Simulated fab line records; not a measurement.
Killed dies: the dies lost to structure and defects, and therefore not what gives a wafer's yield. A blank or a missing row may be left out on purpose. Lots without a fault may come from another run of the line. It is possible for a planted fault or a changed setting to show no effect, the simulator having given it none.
Struck lot and sound lot, side by side || flow berkeley_cmos170 || 27 out of 331 route steps
Sound: wafers L830.2, L830.5, L830.6. Struck: wafers L839.3, L839.4, L839.5. At the end, the cause is stated.
Order at every step that has rows: each side's tool, ch and its chambers, its first start. Under that, the readings that differ: sound wafers || struck wafers || difference of the means || sigmas: that difference in standard deviations of wafers without a fault.
alike: readings whose means differ by less than 2 such deviations, and words and numbers that are the same on both sides. not compared: withheld readings, readings that some wafer has no value for, bounds like >300 that may hide the same value, and numbers for which the record gives no deviation and whose values overlap.
Wherever a step has rows on one side only, a row that says differs or no value, or a row with sigmas, the two part there. Numbers that have no deviation but don't overlap get no sigmas and don't part them. A reading missing from all wafers of one side parts the sides only when that side holds two or more wafers.

UCB170_SPACER_THK_MEAS_01:
  sound: film_metro-03 at day 8 04:31; struck: film_metro-04 at day 9 18:16
  alike: SPACER_TEOS_THK
then, 1 step without rows for these wafers: UCB170_SPACER_ANNEAL_02 (time 1800 s).
UCB170_SPACER_ETCHBACK_03: etches SiO2 in CHF3/CF4/Ar, stops on Si, target depth 376 nm, time 100 s.
  sound on rie_diel-02 ch 0,3, day 8 10:46; struck on rie_diel-03 ch 0,1,2, day 9 20:39
  alike: drypump_motor_current_A, oes_product_au, throttle_valve_pct
  not compared: rf_hours_counter_h
then, 6 steps without rows for these wafers: UCB170_PSD_HMDS_00 (prime time 60 s); UCB170_PSD_COAT_01 (resist thk 900 nm); UCB170_PSD_SOFTBAKE_02 (time 60 s); UCB170_PSD_EXPOSE_03 (exposes mask PSELECT MOD, target cd 1200 nm); UCB170_PSD_PEB_04; UCB170_PSD_DEVELOP_05 (develop time 45 s).
UCB170_PSD_CD_MEAS_06: the cd target is 1200 nm.
  sound: cd_sem-02 at day 8 12:23; struck: cd_sem-01 at day 9 22:53
  alike: cd_nm
UCB170_PSD_OVL_MEAS_07:
  sound: overlay-02 at day 8 12:29; struck: overlay-01 at day 9 22:59
  alike: PSD_OVL
after that, 1 step had no rows for these wafers: UCB170_PSD_IMPLANT_08.
UCB170_PSD_STRIP_09: strips in O2.
  sound on plasma_asher-03 ch 0,1, day 8 12:40; struck on plasma_asher-04 ch 0,1, day 9 23:11
  no value came back on the struck wafers for chamber_pressure_mTorr (mTorr), drypump_motor_current_A (A), oes_product_au (a.u.), strip_time_to_endpoint_s (s); on the sound wafers chamber_pressure_mTorr (mTorr) reads 3498 3503 3496
{"reading": "model.KrF_of_PSD_COAT_01.thk_nm (nm)", "sound": "0 0 0", "struck": "890.3 889.9 887.2", "difference": "+889.1", "sigmas": ""}
  not compared: rf_hours_counter_h
UCB170_PSD_TW_MEAS_10:
  sound: film_metro-01 at day 8 12:47; struck: film_metro-01 at day 9 23:16
  alike: PSD_TW
then, 7 steps without rows for these wafers: UCB170_PSD_CLEAN_11 (cleans in SPM, time 600 s); UCB170_NSD_HMDS_00 (prime time 60 s); UCB170_NSD_COAT_01 (resist thk 900 nm); UCB170_NSD_SOFTBAKE_02 (time 60 s); UCB170_NSD_EXPOSE_03 (exposes mask NSELECT MOD, target cd 1200 nm); UCB170_NSD_PEB_04; UCB170_NSD_DEVELOP_05 (develop time 45 s).
UCB170_NSD_CD_MEAS_06: the cd target is 1200 nm.
  sound: cd_sem-01 at day 8 17:13; struck: cd_sem-02 at day 10 00:41
{"reading": "cd_nm (nm)", "sound": "1197.1 1198.9 1198.0", "struck": "1201.6 1202.4 1201.6", "difference": "+3.9", "sigmas": "+3"}
UCB170_NSD_OVL_MEAS_07:
  sound: overlay-01 at day 8 17:19; struck: overlay-01 at day 10 00:47
  alike: NSD_OVL
after that, 1 step had no rows for these wafers: UCB170_NSD_IMPLANT_08.
UCB170_NSD_STRIP_09: strips in O2.
  sound on plasma_asher-03 ch 0,1, day 8 17:30; struck on plasma_asher-03 ch 0,1, day 10 00:59
{"reading": "oes_product_au (a.u.)", "sound": "0.534 0.537 0.537", "struck": "0.618 0.629 0.617", "difference": "+0.085", "sigmas": "+20"}
{"reading": "strip_time_to_endpoint_s (s)", "sound": "35.98 35.96 35.94", "struck": "62.08 62.09 62.05", "difference": "+26.11", "sigmas": "+99 or more"}
  alike: chamber_pressure_mTorr, drypump_motor_current_A
  not compared: rf_hours_counter_h
UCB170_NSD_TW_MEAS_10:
  sound: film_metro-01 at day 8 17:37; struck: film_metro-01 at day 10 01:05
{"reading": "NSD_TW", "sound": "4146 4174 4177", "struck": "30 30 30", "difference": -4136, "sigmas": "-99 or more"}
then, 1 step without rows for these wafers: UCB170_NSD_CLEAN_11 (cleans in SPM, time 600 s).

== WHERE THEY PART ==
First at UCB170_PSD_STRIP_09; last, within this record, at UCB170_NSD_TW_MEAS_10.

WHY: what had been put in by the simulator
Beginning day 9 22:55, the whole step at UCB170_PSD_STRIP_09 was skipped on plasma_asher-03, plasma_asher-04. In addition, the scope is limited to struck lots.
